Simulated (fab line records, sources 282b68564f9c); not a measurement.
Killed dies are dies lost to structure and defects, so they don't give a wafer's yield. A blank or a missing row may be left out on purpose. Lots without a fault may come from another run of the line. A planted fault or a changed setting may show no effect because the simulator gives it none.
A struck lot beside a sound one | flow rit_cmos | 17 steps out of a route of 202
Sound: wafers L298.4, L298.5, L298.6. Struck: wafers L309.1, L309.4, L309.6. The cause comes at the end.
At each step with rows: each side's tool, then ch and its chambers, then its first start. Under that, the readings that differ: sound wafers | struck wafers | difference of the means | sigmas: that difference in standard deviations of wafers without a fault.
alike: readings whose means differ by less than 2 such deviations, and words and numbers that are the same on both sides. not compared: withheld readings, readings that some wafer has no value for, bounds like >300 that may hide the same value, and numbers for which the record gives no deviation and whose values overlap.
The two part at a step that has a row with sigmas, a row that says differs or no value, or rows on one side only. Numbers that don't overlap but have no deviation are shown without sigmas and don't part them. A reading that every wafer of one side lacks parts them only if that side has two wafers or more.

first, 1 step without rows for these wafers: RIT_PRETRO_DEVELOP_05 (develop time 68 s).
RIT_PRETRO_OVL_MEAS_06:
  sound on overlay-02, day 3 05:45; struck on overlay-01, day 5 11:53
  alike: PRETRO_OVL
then, 2 steps without rows for these wafers: RIT_PRETRO_HARDBAKE_07 (time 120 s); RIT_PRETRO_IMPLANT_08.
RIT_PRETRO_STRIP_09: strips in O2, time 180 s.
  sound on plasma_asher-01 ch 0,1, day 3 06:14; struck on plasma_asher-03 ch 0, day 5 12:20
  alike: drypump_motor_current_A, rf_refl_power_W
  not compared: rf_hours_counter_h
RIT_PRETRO_TW_MEAS_10:
  sound on film_metro-01, day 3 06:23; struck on film_metro-03, day 5 12:30
  alike: PRETRO_TW
then, 5 steps without rows for these wafers: RIT_GATE_WET_ETCH_00 (etches SiO2 in BOE, target depth 56 nm, time 60 s); RIT_GATE_CLEAN_01 (cleans in SC1, time 600 s); RIT_GATE_CLEAN_02 (cleans in dHF, time 30 s); RIT_GATE_CLEAN_03 (cleans in SC2, time 600 s); RIT_GATE_CLEAN_04 (cleans in dHF, time 60 s).
RIT_FOX2_THK_MEAS_91:
  sound on film_metro-01, day 3 06:53; struck on film_metro-01, day 5 12:59
  alike: FIELD_OXIDE_LEFT_2_THK
RIT_GATE_OXIDATION_05: target thk 3 nm, ox time 270 s.
  sound on furnace-04 ch 0, day 3 06:55; struck on furnace-04 ch 0, day 5 13:15
  reading                                     | sound             | struck            | difference | sigmas
  model.SiO2_of_GATE_OXIDATION_05.thk_nm (nm) | 3.023 3.086 3.088 | 2.806 2.793 2.771 | -0.276     |
then, 1 step without rows for these wafers: RIT_GATE_ANNEAL_06 (time 600 s).
RIT_GATE_THK_MEAS_07:
  sound on film_metro-04, day 3 08:16; struck on film_metro-04, day 5 15:53
  reading             | sound          | struck         | difference | sigmas
  GATE_OXIDE_THK (nm) | 3.05 3.10 3.05 | 2.76 2.76 2.74 | -0.31      | -5
then, 1 step without rows for these wafers: RIT_GATE_CVD_08 (deposits poly-Si from SiH4, target thk 250 nm, time 2220 s).
RIT_M1_PROBE_99:
  sound on prober-02, day 4 14:19; struck on prober-02, day 7 15:02
  reading                             | sound             | struck            | difference | sigmas
  model.etest.pmos_0p3.r_on_ohm_um    | 6416 6458 6428    | 6018 6032 5970    | -427       |
  model.etest.pmos_turned.r_on_ohm_um | 3459 3538 3558    | 3401 3431 3424    | -100       |
  model.etest.pmos_0p15.r_on_ohm_um   | 2774 2826 2848    | 2745 2734 2734    | -78        |
  model.etest.nmos_0p3.r_on_ohm_um    | 2124 2165 2182    | 2082 2074 2067    | -83        |
  model.etest.nmos_0p15.drive_ua_um   | 476.8 457.9 459.9 | 493.9 489.4 494.6 | +27.8      |
  model.etest.nmos_narrow.drive_ua_um | 222.3 218.4 215.5 | 246.6 252.3 250.3 | +31.0      |
  model.etest.nmos_0p3.drive_ua_um    | 226.3 221 221.9   | 244.1 249.3 250.2 | +24.8      |
  model.etest.pmos_0p15.drive_ua_um   | 253.8 245.8 245.7 | 264.4 266.4 264.9 | +16.8      |
  alike: killed_at_contacts, killed_at_front_end, killed_dies, killed_open, killed_short

WHERE THEY PART
Only at RIT_GATE_THK_MEAS_07, within this record. Later steps at which nothing parts them and some readings are alike: RIT_M1_PROBE_99.

WHY: what the simulator had put in
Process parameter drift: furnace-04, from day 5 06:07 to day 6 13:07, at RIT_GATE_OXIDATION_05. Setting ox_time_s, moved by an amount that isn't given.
